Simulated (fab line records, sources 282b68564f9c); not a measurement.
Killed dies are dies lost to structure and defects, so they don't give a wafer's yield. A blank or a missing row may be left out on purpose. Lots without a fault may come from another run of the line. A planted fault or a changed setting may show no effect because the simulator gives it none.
fab line records | flow rit_cmos
record lots=6 wafers=18 last_day=7
route steps=202 shown CONTACT@172 M1@184
lots that met no fault: from a run of the same line without faults
start_h: hours from the record's first day to the start of the lot's first wafer shown | wait_h: hours since the lot's step before | " the same as in the row above | L1.1+2: a row that stands for several wafers | - no value, or no start given | * or withheld: withheld | < > ~ a bound
route shown NAME@n: a module of which the file shows steps, and the number in the route of the first | usual: mean/standard deviation of fault-free wafers | same: alike in all rows | chamber/n: place in a boat | sites: the reading at each site | _std_site: their standard deviation | _edge_site: outer sites' mean less inner sites' | radius_mm: how far each site lies from the wafer's centre | mask NAME#n: copy n | behind: the tool/chamber that last shaped the wafer | hold: why the lot was held/for how many hours/how that ended | device: the transistor (n, p or np) that didn't switch | end of line: the same wafers' tests at the end of the route | a step without rows: its recipe alone | killed: dies lost to structure and defects at the first sort, not the wafer's yield | map: a wafer's dies, x killed, . not, _ none there
set.NAME: the setting as run; set.NAME@STEP: as run at that earlier step | model.NAME: the simulator's own value behind a step, which no gauge read
lots at some steps of the route; a table a step, a row a wafer
services: from which hour (start_h, from the record's first day; less than 0 if before it) a tool's chamber was out of use, for how many hours, and why
## steps
# step RIT_CONTACT_SOFTBAKE_04
# recipe resist=NOVOLAK temp_c=90 time_s=60
# step RIT_CONTACT_EXPOSE_05
# recipe mask_id=M11 na=0.6 source_shape=conventional sigma_outer=0.5 target_cd_nm=1000 dose_mj=250
# step RIT_CONTACT_PEB_06
# recipe resist=NOVOLAK temp_c=withheld time_s=withheld
# step RIT_CONTACT_DEVELOP_07
# recipe resist=NOVOLAK develop_time_s=120 dev_temp_c=23
# step RIT_CONTACT_CD_MEAS_08
# recipe target_cd_nm=1000
# usual cd_nm=1000.1/1.9
# columns lot.wafer tool chamber start_h wait_h cd_nm
L812.2 cd_sem-01 - 68.29 - 998.7
L812.3 " - " " 997.8
L812.4 " - " " 999.8
L819.2 cd_sem-01 - 102.60 - 997.1
L819.3 " - " " 997.8
L819.5 " - " " 997.5
L823.1 cd_sem-02 - 125.00 - 999.0
L823.5 " - " " 999.3
L823.6 " - " " 998.6
L825.3 cd_sem-01 - 137.44 - 999.2
L825.4 " - " " 1001.8
L825.6 " - " " 1000.8
L829.4 cd_sem-01 - 156.76 - 998.1
L829.5 " - " " 1000.7
L829.6 " - " " 1001.6
L832.2 cd_sem-01 - 168.66 - 999.4
L832.3 " - " " 1002.0
L832.4 " - " " 998.5
# step RIT_CONTACT_OVL_MEAS_09
# usual CONTACT_OVL=0.7/1.1
# columns lot.wafer tool chamber start_h wait_h CONTACT_OVL[nm]
L812.2 overlay-01 - 68.40 0.1 0.9
L812.3 " - " " -0.6
L812.4 " - " " 1.0
L819.2 overlay-02 - 102.71 0.1 0.6
L819.3 " - " " -0.4
L819.5 " - " " -0.4
L823.1 overlay-01 - 125.12 0.1 0.6
L823.5 " - " " 0.9
L823.6 " - " " 0.0
L825.3 overlay-01 - 137.53 0.1 0.9
L825.4 " - " " -2.4
L825.6 " - " " 0.1
L829.4 overlay-01 - 156.83 0.1 0.5
L829.5 " - " " 0.9
L829.6 " - " " 1.0
L832.2 overlay-01 - 168.77 0.1 1.5
L832.3 " - " " 0.5
L832.4 " - " " 0.3
# step RIT_CONTACT_HARDBAKE_10
# recipe resist=NOVOLAK temp_c=140 time_s=60
# step RIT_CONTACT_ETCH_11
# recipe target_depth_a=4800 over_etch_frac=0.2 stop_on=TiSi2 chemistry=CHF3/CF4/Ar target=SiO2 CHF3_flow_sccm=50 cf4_flow_sccm=10 Ar_flow_sccm=100 O2_flow_sccm=5 pressure_mtorr=100 rf_w=205.5 time_s=320
# usual chamber_pressure_mTorr=100.01/0.11 drypump_motor_current_A=5.8/0.58 oes_product_au=0.987/0.018 throttle_valve_pct=8.85/0.11
# same over_etch_frac=0.2
# columns lot.wafer tool chamber start_h wait_h chamber_pressure_mTorr drypump_motor_current_A oes_product_au rf_hours_counter_h throttle_valve_pct
L812.2 rie_diel-01 1 68.58 0.1 99.57 6.7 0.975 18 8.85
L812.3 " 2 " " 100.00 5.2 0.955 18 8.89
L812.4 " 3 " " 100.07 6.5 1.022 23 8.72
L819.2 rie_diel-01 2 102.89 0.1 100.11 5.2 0.948 19 8.91
L819.3 " 3 " " 99.95 6.4 1.015 23 8.73
L819.5 " 0 " " 99.97 5.2 1.002 - 8.78
L823.1 rie_diel-01 3 125.31 0.1 99.95 6.4 1.024 24 8.74
L823.5 " 3 " " 100.09 6.4 1.013 - 8.73
L823.6 " 1 " " 99.90 6.6 0.976 - 8.87
L825.3 rie_diel-03 0 137.70 0.1 99.86 5.5 1.008 32 9.04
L825.4 " 1 " " 99.81 6.0 0.985 2 8.77
L825.6 " 0 " " 99.93 5.6 1.002 - 9.03
L829.4 rie_diel-01 2 157.00 0.1 100.02 5.2 0.960 20 8.90
L829.5 " 2 " " 100.09 5.2 0.956 - 8.91
L829.6 " 1 " " 100.14 6.6 0.985 - 8.85
L832.2 rie_diel-03 2 168.95 0.1 99.87 6.0 0.974 24 8.84
L832.3 " 1 " " 100.12 6.0 0.978 2 8.80
L832.4 " 2 " " 100.05 6.0 0.991 - 8.83
# step RIT_CONTACT_STRIP_12
# recipe chemistry=O2 time_s=180 resist=NOVOLAK platen_temp_c=withheld power_w=500 pressure_mtorr=4000 o2_flow_sccm=4000
# usual chamber_pressure_mTorr=4000/3.6 drypump_motor_current_A=5.8/0.66
# columns lot.wafer tool chamber start_h wait_h chamber_pressure_mTorr drypump_motor_current_A rf_hours_counter_h
L812.2 plasma_asher-03 1 68.78 0.1 4000 4.9 41
L812.3 " 1 " " 3994 4.9 -
L812.4 " 0 " " 4007 6.2 -
L819.2 plasma_asher-03 1 103.08 0.1 3998 4.9 45
L819.3 " 1 " " 4006 4.9 -
L819.5 " 1 " " 3996 4.9 -
L823.1 plasma_asher-03 0 125.50 0.1 4000 6.2 47
L823.5 " 1 " " 3998 4.9 -
L823.6 " 0 " " 4006 6.2 -
L825.3 plasma_asher-03 1 137.96 0.2 4007 4.9 -
L825.4 " 0 " " 4002 6.2 -
L825.6 " 0 " " 3997 6.2 -
L829.4 plasma_asher-02 1 157.25 0.2 3994 6.6 -
L829.5 " 0 " " 4002 6.1 -
L829.6 " 1 " " 3998 6.6 -
L832.2 plasma_asher-03 1 169.14 0.1 4006 4.9 51
L832.3 " 1 " " 3999 4.9 -
L832.4 " 0 " " 4000 6.2 -
# step RIT_CONTACT_CD_MEAS_90
# recipe target_cd_nm=1000
# usual cd_nm=1000.3/1.9
# columns lot.wafer tool chamber start_h wait_h cd_nm
L812.2 cd_sem-01 - 68.97 0.1 1000.1
L812.3 " - " " 998.6
L812.4 " - " " 1000.0
L819.2 cd_sem-02 - 103.28 0.1 997.7
L819.3 " - " " 997.4
L819.5 " - " " 997.5
L823.1 cd_sem-01 - 125.68 0.1 998.5
L823.5 " - " " 999.6
L823.6 " - " " 998.9
L825.3 cd_sem-02 - 138.11 0.1 998.8
L825.4 " - " " 1001.6
L825.6 " - " " 1000.8
L829.4 cd_sem-02 - 157.43 0.1 998.5
L829.5 " - " " 1001.0
L829.6 " - " " 1002.0
L832.2 cd_sem-02 - 169.34 0.1 999.7
L832.3 " - " " 1001.7
L832.4 " - " " 998.2
# step RIT_CONTACT_CLEAN_13
# recipe chemistry=SC1 mix=3:3:50 time_s=600 temp_c=75
# step RIT_CONTACT_CLEAN_14
# recipe chemistry=SC2 mix=3:3:50 time_s=600 temp_c=75 dry=n2_spin
# step RIT_M1_SPUTTER_00
# recipe material=Al target_thk_nm=400 power_w=2000 chamber_pressure_pa=0.4 gas=Ar time_s=500 substrate_temp_c=25
# usual throttle_valve_pct=30.3/1.2
# columns lot.wafer tool chamber start_h wait_h throttle_valve_pct model.Al_of_M1_SPUTTER_00.thk_nm
L812.2 pvd_sputter-04 - 69.42 0.0 28.0 401.7
L812.3 " - " " 28.9 402.6
L812.4 " - " " 30.3 404.6
L819.2 pvd_sputter-03 - 103.73 0.0 30.9 395.4
L819.3 " - " " 28.0 401.6
L819.5 " - " " 29.9 397.5
L823.1 pvd_sputter-03 - 126.16 0.0 31.0 375.5
L823.5 " - " " 29.8 370.3
L823.6 " - " " 31.9 367.3
L825.3 pvd_sputter-03 - 138.72 0.0 29.8 373.7
L825.4 " - " " 28.0 379.9
L825.6 " - " " 28.1 383.7
L829.4 pvd_sputter-04 - 158.02 0.0 28.2 400.6
L829.5 " - " " 28.7 393.6
L829.6 " - " " 30.6 394.6
L832.2 pvd_sputter-02 - 170.03 0.0 32.2 389.6
L832.3 " - " " 30.2 401.9
L832.4 " - " " 29.7 402.6
# step RIT_M1_RS_MEAS_01
# recipe thk_meas_gauge=four-point-probe reads=Al_of_M1_SPUTTER_00
# usual M1_AL_RS=0.0735/0.00098
# columns lot.wafer tool chamber start_h wait_h hold M1_AL_RS[ohm/sq]
L812.2 film_metro-04 - 69.73 0.2 - 0.0731
L812.3 " - " " - 0.0728
L812.4 " - " " - 0.0726
L819.2 film_metro-03 - 104.04 0.2 - 0.0744
L819.3 " - " " - 0.0731
L819.5 " - " " - 0.0738
L823.1 film_metro-02 - 126.46 0.2 await_dispo/0.2h/release 0.0784
L823.5 " - " " await_dispo/0.2h/release 0.0796
L823.6 " - " " await_dispo/0.2h/release 0.0800
L823.1 film_metro-02 - 126.75 0.3 - 0.0783
L823.5 " - " " - 0.0795
L823.6 " - " " - 0.0801
L825.3 film_metro-02 - 139.05 0.2 await_dispo/0.2h/release 0.0786
L825.4 " - " " await_dispo/0.2h/release 0.0774
L825.6 " - " " await_dispo/0.2h/release 0.0765
L825.3 film_metro-02 - 139.34 0.3 - 0.0787
L825.4 " - " " - 0.0775
L825.6 " - " " - 0.0767
L829.4 film_metro-04 - 158.37 0.2 - 0.0733
L829.5 " - " " - 0.0747
L829.6 " - " " - 0.0744
L832.2 film_metro-04 - 170.34 0.2 - 0.0754
L832.3 " - " " - 0.0729
L832.4 " - " " - 0.0729
# step RIT_M1_THK_MEAS_02
# recipe thk_meas_gauge=xrf reads=Al_of_M1_SPUTTER_00
# usual M1_AL_THK=407/5.9
# columns lot.wafer tool chamber start_h wait_h hold M1_AL_THK[nm]
L812.2 film_metro-04 - 69.84 0.1 - 411
L812.3 " - " " - 412
L812.4 " - " " - 414
L819.2 film_metro-03 - 104.15 0.1 - 401
L819.3 " - " " - 409
L819.5 " - " " - 407
L823.1 film_metro-02 - 139.28 12.5 await_dispo/0.2h/release 381
L823.5 " - " " await_dispo/0.2h/release 374
L823.6 " - " " await_dispo/0.2h/release 373
L823.1 film_metro-02 - 139.50 0.2 - 381
L823.5 " - " " - 373
L823.6 " - " " - 374
L825.3 film_metro-02 - 142.05 2.7 await_dispo/0.2h/release 380
L825.4 " - " " await_dispo/0.2h/release 383
L825.6 " - " " await_dispo/0.2h/release 391
L825.3 film_metro-02 - 142.28 0.2 - 381
L825.4 " - " " - 384
L825.6 " - " " - 390
L829.4 film_metro-04 - 158.46 0.1 - 411
L829.5 " - " " - 405
L829.6 " - " " - 402
L832.2 film_metro-04 - 170.45 0.1 - 398
L832.3 " - " " - 409
L832.4 " - " " - 413
# step RIT_M1_PROBE_99
# usual defect_limited_yield=97.3/1.2 killed_at_M0_to_M3=0.1/0.34 killed_at_contacts=0.1/0.26 killed_at_front_end=7/3.1 killed_dies=7/3.1 killed_open=3.5/1.9 killed_short=3.4/2.1 sort_bin_3_pad_short=0.2/0.27 sort_bin_5_function=1.5/0.79 sort_bin_6_memory=1.0/0.63 sort_n_pass=257/3.1 sort_yield_pct=97.3/1.2
# same gross_dies=264 killed_at_M4_up=0 killed_at_back_side=0 killed_at_other=0
# columns lot.wafer tool chamber start_h wait_h hold defect_limited_yield[%] killed_at_M0_to_M3 killed_at_contacts killed_at_front_end killed_dies killed_open killed_short sort_bin_3_pad_short[%] sort_bin_5_function[%] sort_bin_6_memory[%] sort_n_pass sort_yield_pct[%]
L812.2 prober-01 - 74.32 0.1 - 97.3 0 0 7 7 6 1 0.4 0.4 1.9 257 97.3
L812.3 prober-01 - 74.37 0.2 - 99.6 0 0 1 1 1 0 0 0.4 0 263 99.6
L812.4 prober-01 - 74.42 0.2 - 97.0 0 0 8 8 5 3 0 1.9 1.1 256 97.0
L819.2 prober-02 - 107.97 0.1 - 98.5 0 1 3 4 4 0 0 0.4 1.1 260 98.5
L819.3 prober-02 - 108.02 0.2 - 98.9 0 0 3 3 1 2 0 1.1 0 261 98.9
L819.5 prober-02 - 108.12 0.2 - 97.3 0 0 7 7 5 2 0 1.9 0.8 257 97.3
L823.1 prober-02 - 151.30 6.7 await_dispo/6.6h/release 96.6 0 0 9 9 6 3 0 1.9 1.5 255 96.6
L823.5 prober-02 - 151.50 6.8 await_dispo/6.6h/release 97.3 0 0 7 7 4 2 0.4 1.5 0.8 257 97.3
L823.6 prober-02 - 151.55 6.8 await_dispo/6.6h/release 97.0 0 0 8 8 3 5 0 1.9 1.1 256 97.0
L825.3 prober-02 - 155.07 5.7 await_dispo/5.6h/release 97.7 0 0 6 6 2 4 0 1.1 1.1 258 97.7
L825.4 prober-02 - 155.12 5.8 await_dispo/5.6h/release 96.6 0 0 9 9 2 7 0.8 1.5 1.1 255 96.6
L825.6 prober-02 - 155.22 5.8 await_dispo/5.6h/release 95.8 0 1 10 11 6 5 0.4 3.0 0.8 253 95.8
L829.4 prober-02 - 162.35 0.2 - 96.6 0 0 9 9 4 5 0 2.3 1.1 255 96.6
L829.5 prober-02 - 162.40 0.2 - 96.6 0 0 9 9 3 6 0.4 1.5 1.5 255 96.6
L829.6 prober-02 - 162.45 0.2 - 96.2 0 0 10 10 5 5 0.4 2.3 1.1 254 96.2
L832.2 prober-01 - 174.30 0.1 - 98.5 0 0 4 4 3 1 0 0.8 0.8 260 98.5
L832.3 prober-01 - 174.35 0.2 - 96.2 1 0 9 10 3 7 1.1 1.1 1.5 254 96.2
L832.4 prober-01 - 174.40 0.2 - 98.5 0 0 4 4 0 4 0 1.5 0 260 98.5
# killed by level:class
L812.2 GATE:geometric_particle:open=3 SILICIDE:geometric_particle:open=3 GATE:geometric_particle:short=1
L812.3 GATE:geometric_particle:open=1
L812.4 GATE:geometric_particle:short=3 GATE:geometric_particle:open=2 REOX:geometric_particle:open=2 SPACER:geometric_particle:open=1
L819.2 SPACER:geometric_particle:open=2 GATE:geometric_particle:open=1 CONTACT:geometric_particle:open=1
L819.3 GATE:geometric_particle:short=2 SILICIDE:geometric_particle:open=1
L819.5 GATE:geometric_particle:open=3 FOX1:geometric_particle:open=1 GATE:geometric_particle:short=1 REOX:geometric_particle:short=1 SILICIDE:geometric_particle:open=1
L823.1 SPACER:geometric_particle:open=3 FOX1:geometric_particle:open=2 GATE:geometric_particle:short=2 FOX2:geometric_particle:short=1 GATE:geometric_particle:open=1
L823.5 FOX1:geometric_particle:open=2 SPACER:geometric_particle:open=2 FOX2:geometric_particle:short=1 GATE:geometric_particle:short=1 GATE:coat_microbubble_printed=1
L823.6 GATE:geometric_particle:short=3 GATE:geometric_particle:open=2 FOX1:geometric_particle:short=1 REOX:geometric_particle:open=1 SPACER:geometric_particle:short=1
L825.3 GATE:geometric_particle:short=2 GATE:geometric_particle:open=1 REOX:geometric_particle:short=1 REOX:geometric_particle:open=1 SILICIDE:geometric_particle:short=1
L825.4 REOX:geometric_particle:short=4 GATE:geometric_particle:short=3 SILICIDE:geometric_particle:open=2
L825.6 GATE:geometric_particle:short=4 GATE:geometric_particle:open=4 FOX1:geometric_particle:short=1 FOX1:geometric_particle:open=1 CONTACT:geometric_particle:open=1
L829.4 GATE:geometric_particle:short=3 FOX1:geometric_particle:open=2 REOX:geometric_particle:short=2 REOX:geometric_particle:open=1 FOX2:geometric_particle:open=1
L829.5 GATE:geometric_particle:short=3 FOX2:geometric_particle:short=2 GATE:geometric_particle:open=2 ACTIVE:geometric_particle:open=1 SPACER:geometric_particle:short=1
L829.6 GATE:geometric_particle:short=3 GATE:geometric_particle:open=3 FOX2:geometric_particle:short=1 REOX:geometric_particle:open=1 SPACER:geometric_particle:open=1 SILICIDE:geometric_particle:short=1
L832.2 GATE:geometric_particle:open=2 GATE:geometric_particle:short=1 SILICIDE:geometric_particle:open=1
L832.3 GATE:geometric_particle:short=6 FOX2:geometric_particle:open=1 GATE:geometric_particle:open=1 REOX:geometric_particle:open=1 M1:geometric_particle:short=1
L832.4 FOX1:geometric_particle:short=1 GATE:geometric_particle:short=1 SPACER:geometric_particle:short=1 SILICIDE:geometric_particle:short=1
# map L823.1 (x killed, . not)
________......._______
_____.x...........____
____..........x....___
___.................__
__..............x...._
__..................._
_.....................
_...........x.........
_...............x.....
_...........x.........
__..x................_
__...x..............._
___.........x.......__
____...............___
_____.............____
________......._______
# map L825.6 (x killed, . not)
________......x_______
_____...........x.____
____.......x......x___
___x...........x....__
__..................._
__....x.............._
_................x....
_.....................
_x....................
_....................x
__..................._
__..................._
___.................__
____........x......___
_____.............____
________......._______
## services
# columns tool chamber start_h hours kind
rie_diel-03 0 63.11 2.6 repair
rie_diel-03 2 97.12 7.6 repair
pvd_sputter-04 - 97.90 2.4 repair
pvd_sputter-04 - 100.49 1.0 repair
rie_diel-03 1 102.63 6.6 repair
rie_diel-01 0 106.33 - clean
rie_diel-01 0 106.33 22.8 scheduled_down
rie_diel-01 0 106.33 22.8 vent_cycle
rie_diel-03 2 139.12 8.5 repair
rie_diel-03 3 160.43 - clean
plasma_asher-03 - 160.65 8.0 repair
## key
first_sign step=RIT_M1_RS_MEAS_01 reading=visit direction=added
effect step=RIT_M1_RS_MEAS_01 reading=M1_AL_RS direction=up sigmas=5 usual=0.0735 struck=0.0784
effect step=RIT_M1_THK_MEAS_02 reading=visit direction=added
model_effect step=RIT_M1_SPUTTER_00 value=Al_of_M1_SPUTTER_00.thk_nm without=399.6 struck=375
met_at RIT_M1_SPUTTER_00
struck_wafers L823.1,L823.5,L823.6,L825.3,L825.4,L825.6
onset_between 103.73 126.16
fault kind=process_parameter_drift tool=pvd_sputter-03 chamber=- onset_h=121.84 steps=RIT_M1_SPUTTER_00 channel=time_s offset=* shape=step end_h=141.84 acts_in=* stated=*
